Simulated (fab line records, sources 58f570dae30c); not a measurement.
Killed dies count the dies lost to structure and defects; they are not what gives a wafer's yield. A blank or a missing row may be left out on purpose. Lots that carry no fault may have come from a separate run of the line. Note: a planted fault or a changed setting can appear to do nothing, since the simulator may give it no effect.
Chamber matching :: flow berkeleyCmos170 :: UCB170_V1_CMP_02 on cmp-02 has 4 sister chambers
The step polishes SiO2. 14 wafers are shown with their chamber, then 7 later ones without.

WAFERS, EACH WITH ITS CHAMBER
wafer: L415.1
chamber: 0
headPressurePsi (psi): 5.984
motorCurrentA (A): 15.6
edgeZonePressureFrac: 1.008

wafer: L415.2
chamber: 3
headPressurePsi (psi): 6.003
motorCurrentA (A): 16.0
edgeZonePressureFrac: 1.010

wafer: L415.3
chamber: 2
headPressurePsi (psi): 5.990
motorCurrentA (A): 15.3
edgeZonePressureFrac: 0.993

wafer: L416.1
chamber: 1
headPressurePsi (psi): 6.014
motorCurrentA (A): 17.7
edgeZonePressureFrac: 1.002

wafer: L416.5
chamber: 3
headPressurePsi (psi): 5.981
motorCurrentA (A): 16.6
edgeZonePressureFrac: 1.003

wafer: L416.6
chamber: 2
headPressurePsi (psi): 5.999
motorCurrentA (A): 16.2
edgeZonePressureFrac: 0.999

wafer: L418.1
chamber: 3
headPressurePsi (psi): 5.973
motorCurrentA (A): 17.3
edgeZonePressureFrac: 1.000

wafer: L418.4
chamber: 1
headPressurePsi (psi): 6.008
motorCurrentA (A): 15.9
edgeZonePressureFrac: 1.010

wafer: L418.5
chamber: 3
headPressurePsi (psi): 5.982
motorCurrentA (A): 16.3
edgeZonePressureFrac: 0.996

wafer: L425.1
chamber: 2
headPressurePsi (psi): 5.988
motorCurrentA (A): 16.3
edgeZonePressureFrac: 1.009

wafer: L425.3
chamber: 1
headPressurePsi (psi): 6.005
motorCurrentA (A): 17.7
edgeZonePressureFrac: 0.993

wafer: L425.4
chamber: 3
headPressurePsi (psi): 6.018
motorCurrentA (A): 15.7
edgeZonePressureFrac: 0.992

wafer: L428.4
chamber: 2
headPressurePsi (psi): 5.974
motorCurrentA (A): 16.1
edgeZonePressureFrac: 1.005

wafer: L428.5
chamber: 2
headPressurePsi (psi): 5.967
motorCurrentA (A): 15.9
edgeZonePressureFrac: 1.001

SIGNATURES, as means of the wafers listed above
reading: headPressurePsi
chamber 0: 5.98400
chamber 1: 6.00900
chamber 2: 5.98360
chamber 3: 5.99140
scatter within a chamber: 0.0144

reading: motorCurrentA
chamber 0: 15.600
chamber 1: 17.100
chamber 2: 15.960
chamber 3: 16.380
scatter within a chamber: 0.656

reading: edgeZonePressureFrac
chamber 0: 1.00800
chamber 1: 1.00167
chamber 2: 1.00140
chamber 3: 1.00020
scatter within a chamber: 0.00693
Rule: a wafer's distance from a chamber is the root of the sum, over the readings, of the square of ((its reading less the chamber's mean) divided by the reading's scatter). If the next closest chamber is less than 2 further off than the closest, the wafer can't be placed; otherwise it belongs to the closest. The scatter: the root of (the sum of the squares of (reading less its chamber's mean) over the shown wafers, divided by (wafers less chambers)).

WAFERS WITH NO CHAMBER GIVEN
wafer: L428.6
headPressurePsi (psi): 6.006
motorCurrentA (A): 18.1
edgeZonePressureFrac: 1.002

wafer: L436.2
headPressurePsi (psi): 6.015
motorCurrentA (A): 16.2
edgeZonePressureFrac: 1.002

wafer: L436.3
headPressurePsi (psi): 6.009
motorCurrentA (A): 15.5
edgeZonePressureFrac: 1.005

wafer: L436.6
headPressurePsi (psi): 6.014
motorCurrentA (A): 16.2
edgeZonePressureFrac: 0.998

wafer: L437.1
headPressurePsi (psi): 5.992
motorCurrentA (A): 16.6
edgeZonePressureFrac: 1.001

wafer: L437.2
headPressurePsi (psi): 5.985
motorCurrentA (A): 15.8
edgeZonePressureFrac: 0.996

wafer: L437.4
headPressurePsi (psi): 5.987
motorCurrentA (A): 15.5
edgeZonePressureFrac: 1.002

EACH ONE'S CHAMBER
wafer: L428.6
from the rows above: can't be placed: 1 or 3
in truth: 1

wafer: L436.2
from the rows above: can't be placed: 1 or 3 or 2 or 0
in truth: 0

wafer: L436.3
from the rows above: can't be placed: 0 or 3 or 2 or 1
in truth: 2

wafer: L436.6
from the rows above: can't be placed: 1 or 3 or 2 or 0
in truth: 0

wafer: L437.1
from the rows above: can't be placed: 3 or 2 or 1 or 0
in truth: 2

wafer: L437.2
from the rows above: can't be placed: 2 or 3 or 0 or 1
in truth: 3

wafer: L437.4
from the rows above: can't be placed: 2 or 0 or 3
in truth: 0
0 of 7 placed correctly. Can't be placed from these rows: 7 (the true chamber is among the candidates in 7). Wrongly placed: 0.
